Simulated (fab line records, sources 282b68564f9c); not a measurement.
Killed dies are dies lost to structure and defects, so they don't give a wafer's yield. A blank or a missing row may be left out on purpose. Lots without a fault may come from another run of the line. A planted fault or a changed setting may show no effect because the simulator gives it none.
Tool commonality check | flow rit_cmos | 15 lots, 45 wafers sampled

WHY IT WAS OPENED
At RIT_SDANNEAL_RS_MEAS_06 the reading PLDD_RS is flagged on 3 of 15 lots. Wafers without a fault read 179.5 ohm/sq, standard deviation 0.7.
Rule: a lot is flagged when every wafer of it that has a number lies more than 4 standard deviations from that mean, or none has a number. The other lots count as sound.

lot  | measured    | on            | PLDD_RS (ohm/sq), wafer by wafer | flag
L886 | day 3 10:44 | film_metro-03 | 178.3 179.1 178.5                |
L888 | day 3 19:10 | film_metro-03 | 179.3 179.5 179.2                |
L889 | day 4 02:17 | film_metro-03 | 179.4 178.1 178.3                |
L891 | day 4 10:20 | film_metro-03 | 179.5 179.0 178.8                |
L893 | day 4 17:58 | film_metro-02 | 179.0 178.9 179.1                |
L892 | day 4 19:50 | film_metro-01 | 181.4 180.6 180.6                |
L894 | day 4 23:04 | film_metro-03 | 179.0 179.7 179.7                |
L897 | day 5 15:52 | film_metro-02 | 179.2 179.1 179.3                |
L898 | day 5 23:28 | film_metro-01 | 179.8 179.0 179.6                |
L903 | day 6 22:35 | film_metro-02 | 184.3 184.6 184.5                | FLAGGED
L905 | day 7 08:52 | film_metro-01 | 186.1 185.7 186.6                | FLAGGED
L906 | day 7 12:53 | film_metro-01 | 180.8 180.7 180.5                |
L907 | day 7 16:17 | film_metro-01 | 185.9 185.4 186.0                | FLAGGED
L908 | day 7 21:13 | film_metro-02 | 179.4 179.4 179.3                |
L909 | day 8 03:04 | film_metro-02 | 178.8 179.2 178.9                |
The numbers of the flagged lots are 185.5 ohm/sq on average: +6.0 ohm/sq against the usual, or +9 standard deviations.

WHICH TOOL RAN EACH LOT
The record holds 1 process step before the reading, out of a route of 202 steps. In each cell: the tool, then ch and the chambers that the sampled wafers went through, then the start.
lot  | flag    | RIT_PLDD_IMPLANT_08
L886 |         | implanter-01 ch 0, day 3 04:22
L888 |         | implanter-02 ch 0, day 3 12:40
L889 |         | implanter-02 ch 0, day 3 19:41
L891 |         | implanter-03 ch 0, day 4 03:31
L893 |         | implanter-03 ch 0, day 4 11:19
L892 |         | implanter-01 ch 0, day 4 11:26
L894 |         | implanter-03 ch 0, day 4 15:04
L897 |         | implanter-02 ch 0, day 5 09:07
L898 |         | implanter-03 ch 0, day 5 16:17
L903 | FLAGGED | implanter-03 ch 0, day 6 16:09
L905 | FLAGGED | implanter-03 ch 0, day 7 02:06
L906 |         | implanter-02 ch 0, day 7 04:53
L907 | FLAGGED | implanter-03 ch 0, day 7 09:35
L908 |         | implanter-02 ch 0, day 7 14:31
L909 |         | implanter-01 ch 0, day 7 20:22
What these steps do:
- RIT_PLDD_IMPLANT_08
- RIT_SDANNEAL_RS_MEAS_06: measures by four-point-probe.

FLAGGED OVER TOTAL, TOOL BY TOOL (the gauges that took the reading come last)
step                    | tool          | lots run | flagged | share of the flagged lots | sound lots run after its first flagged lot
RIT_PLDD_IMPLANT_08     | implanter-01  | 3        | 0       | none                      | -
RIT_PLDD_IMPLANT_08     | implanter-02  | 5        | 0       | none                      | -
RIT_PLDD_IMPLANT_08     | implanter-03  | 7        | 3       | all                       | 0
RIT_SDANNEAL_RS_MEAS_06 | film_metro-01 | 5        | 2       | some                      | 1 (L906)
RIT_SDANNEAL_RS_MEAS_06 | film_metro-02 | 5        | 1       | some                      | 2 (L908,L909)
RIT_SDANNEAL_RS_MEAS_06 | film_metro-03 | 5        | 0       | none                      | -

WHAT THE TABLE ALLOWS
1 row of the table ran every flagged lot: implanter-03 at RIT_PLDD_IMPLANT_08.
- implanter-03 at RIT_PLDD_IMPLANT_08: 3 of its 7 lots flagged. Its last sound lot is L898 (day 5 16:17), its first flagged lot L903 (day 6 16:09): a fault that began between those two fits. Its own readings lie more than 4 standard deviations out on every wafer of the flagged lots: beam_energy_keV.
One tool is left: implanter-03 at RIT_PLDD_IMPLANT_08.

WHAT THE SIMULATOR HAD PUT IN
Process parameter drift: implanter-03, from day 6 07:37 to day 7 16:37, at RIT_PLDD_IMPLANT_08. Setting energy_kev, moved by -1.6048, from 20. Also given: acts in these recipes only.
Lots struck among those shown: L903, L905, L907. The rule above found the same.
